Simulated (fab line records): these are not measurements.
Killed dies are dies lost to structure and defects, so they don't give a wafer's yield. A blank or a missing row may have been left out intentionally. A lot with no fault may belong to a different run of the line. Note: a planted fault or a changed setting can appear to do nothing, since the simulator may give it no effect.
Which of the tools did it? -- flow berkeley cmos170 -- Sampling: 14 lots, 42 wafers, 3 of 331 route steps

WHAT THE GAUGES READ, wafer by wafer
UCB170_CONTACT_CD_MEAS_90 targets a cd of 700 nm.
lot,measured,on,cd nm (nm)
L467,day 7 00:22,cd sem-01,701.4 699.7 700.0
L468,day 7 16:49,cd sem-01,702.0 702.6 701.3
L470,day 8 00:32,cd sem-01,699.2 700.8 701.0
L471,day 8 02:20,cd sem-01,700.8 701.2 699.8
L472,day 8 14:13,cd sem-01,700.3 701.9 700.6
L474,day 8 16:29,cd sem-02,701.2 699.2 699.1
L478,day 9 13:41,cd sem-02,700.0 697.7 698.3
L486,day 10 18:34,cd sem-02,697.3 698.9 699.5
L483,day 10 18:37,cd sem-01,701.4 703.1 700.0
L481,day 10 18:50,cd sem-02,698.3 698.5 700.4
L484,day 10 19:10,cd sem-01,701.1 701.3 700.9
L485,day 10 19:35,cd sem-01,698.2 699.7 700.7
L488,day 11 07:32,cd sem-01,699.5 701.5 699.6
L489,day 11 12:19,cd sem-02,699.7 698.8 700.0

UCB170_M1_OVL_MEAS_10.
lot,measured,on,M1_OVL (nm)
L467,day 7 01:54,overlay-01,-1 1 4
L468,day 7 18:49,overlay-02,-4 0 0
L470,day 8 02:47,overlay-02,5 6 5
L471,day 8 04:12,overlay-01,-8 -9 -10
L472,day 8 16:11,overlay-02,4 -3 4
L474,day 8 18:17,overlay-01,-4 4 -5
L478,day 9 19:28,overlay-02,-1 7 -3
L486,day 10 21:13,overlay-01,-11 0 -13
L483,day 10 21:34,overlay-02,0 -2 0
L481,day 10 21:50,overlay-02,4 -3 -7
L484,day 10 21:57,overlay-01,-1 -5 2
L485,day 10 22:34,overlay-01,-12 -12 -4
L488,day 11 10:01,overlay-02,-2 -3 0
L489,day 11 14:50,overlay-02,-17 -6 -14

WHICH TOOL RAN EACH LOT (tool, then ch and the chambers of the sampled wafers, then the start)
lot,UCB170_CONTACT_ETCH_18
L467,"rie diel-02 ch 1,2,3, day 7 00:22 or earlier"
L468,"rie diel-02 ch 0,2,3, day 7 16:49 or earlier"
L470,"rie diel-04 ch 0,1, day 8 00:32 or earlier"
L471,"rie diel-01 ch 0,1,3, day 8 02:20 or earlier"
L472,"rie diel-02 ch 1,3, day 8 14:13 or earlier"
L474,"rie diel-02 ch 0,1,3, day 8 16:29 or earlier"
L478,"rie diel-04 ch 0,1,2, day 9 13:41 or earlier"
L486,"rie diel-04 ch 0,1, day 10 18:34 or earlier"
L483,"rie diel-01 ch 2,3, day 10 18:37 or earlier"
L481,"rie diel-02 ch 2,3, day 10 18:50 or earlier"
L484,"rie diel-02 ch 0,3, day 10 19:10 or earlier"
L485,"rie diel-02 ch 2,3, day 10 19:35 or earlier"
L488,"rie diel-04 ch 0,1,3, day 11 07:32 or earlier"
L489,"rie diel-01 ch 1,2,3, day 11 12:19 or earlier"
- UCB170_CONTACT_ETCH_18: etches PSG in CHF3/CF4/Ar, stops on TiSi2, target depth 840 nm, time 195 s.

AS READ BY THE TOOLS THEMSELVES (means over the sampled wafers that have a number; for cases with no such wafer, the mark the record gives instead)
UCB170_CONTACT_ETCH_18.
lot,tool,drypump motor current A (A),oes product au (a.u.),throttle valve pct (%)
L467,rie diel-02,5.7,0.901,6.97
L468,rie diel-02,5.9,0.902,6.98
L470,rie diel-04,5.5,0.876,6.90
L471,rie diel-01,5.5,0.892,6.85
L472,rie diel-02,5.5,0.902,7.00
L474,rie diel-02,5.5,0.889,7.01
L478,rie diel-04,5.7,0.892,6.84
L486,rie diel-04,5.6,0.889,6.91
L483,rie diel-01,5.9,0.896,7.04
L481,rie diel-02,5.9,0.901,6.95
L484,rie diel-02,5.7,0.906,7.00
L485,rie diel-02,6.1,0.890,6.93
L488,rie diel-04,5.9,0.891,6.89
L489,rie diel-01,5.8,0.889,6.98

THE ANSWER, worked out from the rows above alone
Rule: usual is defined by the lots themselves. The widest of any qualifying gaps counts: lots, ordered by their means at a reading, are off when they make up no more than a third of the lots, leave a main group of 4 or more, and stand apart from it by 3 or more times the standard deviation of that group's means. A main group is skipped when, at the precision printed for the reading in the tables above, its means are all equal. Also off: a lot with no number at a reading for which 4 or more lots have one. Where the step has rows for the other lots, those lots are counted as sound. Order of review: gauges by route order, followed by the tools' own readings, for which a lot's mean as printed above is used. At the first step where some lot is off, the reading lying furthest off is the one used; lots without a number count as furthest.
Across all readings shown, no lot is off: no conclusion can be drawn from this.

WHAT HAD BEEN PUT IN BY THE SIMULATOR
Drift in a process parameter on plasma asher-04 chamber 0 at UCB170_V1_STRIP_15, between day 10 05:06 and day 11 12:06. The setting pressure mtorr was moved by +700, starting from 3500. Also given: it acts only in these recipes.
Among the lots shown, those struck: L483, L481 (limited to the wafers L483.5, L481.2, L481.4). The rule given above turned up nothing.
